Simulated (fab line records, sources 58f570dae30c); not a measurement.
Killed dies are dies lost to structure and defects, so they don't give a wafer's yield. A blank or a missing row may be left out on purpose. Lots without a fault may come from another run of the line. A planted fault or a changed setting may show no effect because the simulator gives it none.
Which tool did it? | flow berkeley_cmos170 | 6 lots, 18 wafers sampled, at 1 step of a route of 331

WHAT THE GAUGES READ, wafer by wafer
UCB170_M2_OVL_MEAS_16.
lot  | measured     | on         | M2_OVL (nm)
L150 | day 7 12:13  | overlay-01 | 4 0 0
L152 | day 7 22:07  | overlay-02 | -11 -8 -1
L153 | day 7 22:36  | overlay-01 | 4 2 0
L162 | day 10 00:59 | overlay-01 | 5 -2 7
L167 | day 11 09:40 | overlay-01 | -2 -1 2
L171 | day 12 16:26 | overlay-02 | 4 -10 -1

WHICH TOOL RAN EACH LOT (tool, then ch and the chambers of the sampled wafers, then the start)
The record holds no process step before these readings.

THE ANSWER, worked out from the rows above alone
Rule: what is usual is taken from the lots themselves. Put in order of their means at a reading, lots are off if they are a third of the lots or fewer, leave a main group of 4 or more, and stand apart from it by a gap of 3 or more times the standard deviation of the main group's means; of several such gaps the widest counts. A main group whose means are all the same, to the digits that the tables above print for the reading, isn't used. A lot without any number at a reading at which 4 lots or more have one is off too. The other lots that the step has rows for count as sound.
No lot is off at any reading shown: from this, nothing can be told.

WHAT THE SIMULATOR HAD PUT IN
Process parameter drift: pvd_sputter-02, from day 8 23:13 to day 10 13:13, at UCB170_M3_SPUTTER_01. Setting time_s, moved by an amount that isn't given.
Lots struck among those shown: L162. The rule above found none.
